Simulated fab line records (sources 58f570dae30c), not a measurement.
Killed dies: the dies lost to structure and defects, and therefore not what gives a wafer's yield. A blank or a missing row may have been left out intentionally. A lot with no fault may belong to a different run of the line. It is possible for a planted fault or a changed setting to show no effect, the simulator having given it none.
Split-lot study || flow berkeley_cmos170 || route with 331 steps; 5 lots, 27 wafers read

## ON THE SPLIT
At UCB170_SILICIDE_SPUTTER_01 (material Ti, target thk 30 nm, time 25 s), the setting time_s was moved away from the recipe's 25 s on 9 of the 27 wafers read, by -49.2% to +24.6%. For the rest of the wafers, this setting stayed at what the recipe calls for.

## FROM SPLIT TO READING: 1 step shown by the file between the two
- UCB170_SILICIDE_RS_MEAS_02: measures by four-point-probe

## THE READING
SILICIDE_TI_THK, in nm, at UCB170_SILICIDE_THK_MEAS_03 (measures by xrf). A value of 30.1 nm with a standard deviation of 0.35 nm is what fault-free wafers of this fab line usually give.

{"wafer": "L075.1", "tool, chamber at the split": "pvd_sputter-03, -", "time_s as run, s": 25, "against the recipe": "recipe", "SILICIDE_TI_THK, nm": 30.0, "against lot-mates on the recipe": "-"}
{"wafer": "L075.2", "tool, chamber at the split": "pvd_sputter-03, -", "time_s as run, s": 31.16, "against the recipe": "+24.6%", "SILICIDE_TI_THK, nm": 38.0, "against lot-mates on the recipe": "+7.8"}
{"wafer": "L075.3", "tool, chamber at the split": "pvd_sputter-03, -", "time_s as run, s": 25, "against the recipe": "recipe", "SILICIDE_TI_THK, nm": 30.3, "against lot-mates on the recipe": "-"}
{"wafer": "L075.4", "tool, chamber at the split": "pvd_sputter-03, -", "time_s as run, s": 31.16, "against the recipe": "+24.6%", "SILICIDE_TI_THK, nm": 37.5, "against lot-mates on the recipe": "+7.3"}
{"wafer": "L075.5", "tool, chamber at the split": "pvd_sputter-03, -", "time_s as run, s": 31.16, "against the recipe": "+24.6%", "SILICIDE_TI_THK, nm": 37.7, "against lot-mates on the recipe": "+7.5"}
{"wafer": "L075.6", "tool, chamber at the split": "pvd_sputter-03, -", "time_s as run, s": 25, "against the recipe": "recipe", "SILICIDE_TI_THK, nm": 30.2, "against lot-mates on the recipe": "-"}
{"wafer": "L074.1", "tool, chamber at the split": "pvd_sputter-02, -", "time_s as run, s": 25, "against the recipe": "recipe", "SILICIDE_TI_THK, nm": 30.1, "against lot-mates on the recipe": "-"}
{"wafer": "L074.2", "tool, chamber at the split": "pvd_sputter-02, -", "time_s as run, s": 25, "against the recipe": "recipe", "SILICIDE_TI_THK, nm": 30.1, "against lot-mates on the recipe": "-"}
{"wafer": "L074.3", "tool, chamber at the split": "pvd_sputter-02, -", "time_s as run, s": 25, "against the recipe": "recipe", "SILICIDE_TI_THK, nm": 29.9, "against lot-mates on the recipe": "-"}
{"wafer": "L074.4", "tool, chamber at the split": "pvd_sputter-02, -", "time_s as run, s": 25, "against the recipe": "recipe", "SILICIDE_TI_THK, nm": 29.6, "against lot-mates on the recipe": "-"}
{"wafer": "L074.5", "tool, chamber at the split": "pvd_sputter-02, -", "time_s as run, s": 25, "against the recipe": "recipe", "SILICIDE_TI_THK, nm": 30.1, "against lot-mates on the recipe": "-"}
{"wafer": "L074.6", "tool, chamber at the split": "pvd_sputter-02, -", "time_s as run, s": 25, "against the recipe": "recipe", "SILICIDE_TI_THK, nm": 30.1, "against lot-mates on the recipe": "-"}
{"wafer": "L077.1", "tool, chamber at the split": "pvd_sputter-03, -", "time_s as run, s": 12.71, "against the recipe": "-49.2%", "SILICIDE_TI_THK, nm": 15.6, "against lot-mates on the recipe": -14.8}
{"wafer": "L077.2", "tool, chamber at the split": "pvd_sputter-03, -", "time_s as run, s": 25, "against the recipe": "recipe", "SILICIDE_TI_THK, nm": 30.7, "against lot-mates on the recipe": "-"}
{"wafer": "L077.3", "tool, chamber at the split": "pvd_sputter-03, -", "time_s as run, s": 12.71, "against the recipe": "-49.2%", "SILICIDE_TI_THK, nm": 15.4, "against lot-mates on the recipe": -15.0}
{"wafer": "L077.4", "tool, chamber at the split": "pvd_sputter-03, -", "time_s as run, s": 25, "against the recipe": "recipe", "SILICIDE_TI_THK, nm": 30.4, "against lot-mates on the recipe": "-"}
{"wafer": "L077.5", "tool, chamber at the split": "pvd_sputter-03, -", "time_s as run, s": 25, "against the recipe": "recipe", "SILICIDE_TI_THK, nm": 30.2, "against lot-mates on the recipe": "-"}
{"wafer": "L077.6", "tool, chamber at the split": "pvd_sputter-03, -", "time_s as run, s": 12.71, "against the recipe": "-49.2%", "SILICIDE_TI_THK, nm": 15.5, "against lot-mates on the recipe": -14.9}
{"wafer": "L083.2", "tool, chamber at the split": "pvd_sputter-04, -", "time_s as run, s": 25, "against the recipe": "recipe", "SILICIDE_TI_THK, nm": 30.0, "against lot-mates on the recipe": "-"}
{"wafer": "L083.4", "tool, chamber at the split": "pvd_sputter-04, -", "time_s as run, s": 25, "against the recipe": "recipe", "SILICIDE_TI_THK, nm": 29.9, "against lot-mates on the recipe": "-"}
{"wafer": "L083.5", "tool, chamber at the split": "pvd_sputter-04, -", "time_s as run, s": 25, "against the recipe": "recipe", "SILICIDE_TI_THK, nm": 29.7, "against lot-mates on the recipe": "-"}
{"wafer": "L084.1", "tool, chamber at the split": "pvd_sputter-04, -", "time_s as run, s": 25, "against the recipe": "recipe", "SILICIDE_TI_THK, nm": 30.4, "against lot-mates on the recipe": "-"}
{"wafer": "L084.2", "tool, chamber at the split": "pvd_sputter-04, -", "time_s as run, s": 25, "against the recipe": "recipe", "SILICIDE_TI_THK, nm": 30.1, "against lot-mates on the recipe": "-"}
{"wafer": "L084.3", "tool, chamber at the split": "pvd_sputter-04, -", "time_s as run, s": 14.49, "against the recipe": "-42.0%", "SILICIDE_TI_THK, nm": 17.7, "against lot-mates on the recipe": -12.6}
{"wafer": "L084.4", "tool, chamber at the split": "pvd_sputter-04, -", "time_s as run, s": 25, "against the recipe": "recipe", "SILICIDE_TI_THK, nm": 30.3, "against lot-mates on the recipe": "-"}
{"wafer": "L084.5", "tool, chamber at the split": "pvd_sputter-04, -", "time_s as run, s": 14.49, "against the recipe": "-42.0%", "SILICIDE_TI_THK, nm": 17.7, "against lot-mates on the recipe": -12.6}
{"wafer": "L084.6", "tool, chamber at the split": "pvd_sputter-04, -", "time_s as run, s": 14.49, "against the recipe": "-42.0%", "SILICIDE_TI_THK, nm": 17.9, "against lot-mates on the recipe": -12.4}

THE FIT
A straight line over all 27 wafers: SILICIDE_TI_THK changes by +0.298 nm for each +1% of time_s; r = +1.00; the points scatter about the line by 0.25 nm.
The same after taking each lot's own level away (the mean of its wafers on the recipe; 27 wafers): +0.302 nm for each +1%; r = +1.00; scatter 0.18 nm.
On that fit, the largest move of time_s shifts the reading by 15 nm.
From 29.87 to 30.43 nm: that is the span of the lots' own levels, equal to 1.6 times the standard deviation above.
The two slopes agree, so the slope changes little with the lot-to-lot level.
Check: for one of the wafers moved furthest among these (-49.2%), held out of the fit, the line's prediction against its lot-mates is -14.8 nm. Against them it came out at -14.8 nm.

## THESE WAFERS: OTHER SPLITS
Before the reading, these wafers also passed through other splits. Each is held against what the fit with the lots' levels taken away leaves over:
{"other split on the same wafers": "UCB170_NWELL_ETCH_13 time_s", "wafers away from the commonest value": 6, "r with SILICIDE_TI_THK (lot level and that fit taken away)": "+0.20"}
{"other split on the same wafers": "UCB170_SACOX_OXIDATION_01 ox_time_s", "wafers away from the commonest value": 21, "r with SILICIDE_TI_THK (lot level and that fit taken away)": -0.23}
{"other split on the same wafers": "UCB170_SPACER_CVD_00 time_s", "wafers away from the commonest value": 12, "r with SILICIDE_TI_THK (lot level and that fit taken away)": -0.26}

## THE WHOLE CHAIN: every reading that the file lists as answering this split, in the file's order
{"step": "UCB170_SILICIDE_SPUTTER_01", "what it does": "material Ti, target thk 30 nm, time 25 s", "reading": "Ti_of_SILICIDE_SPUTTER_01.thk_nm (the simulator's own value, which no gauge read)", "change (the file's fit)": "+0.301 nm for each +1% of the setting", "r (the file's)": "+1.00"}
{"step": "UCB170_SILICIDE_RS_MEAS_02", "what it does": "measures by four-point-probe", "reading": "SILICIDE_TI_RS", "change (the file's fit)": "-0.562 for each +1% of the setting", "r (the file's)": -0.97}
{"step": "UCB170_SILICIDE_THK_MEAS_03", "what it does": "measures by xrf", "reading": "SILICIDE_TI_THK", "change (the file's fit)": "+0.302 for each +1% of the setting", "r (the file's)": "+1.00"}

## THE FILE'S OWN FIT
SILICIDE_TI_THK changes by +0.302 nm for each +1% of time_s, r = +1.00.
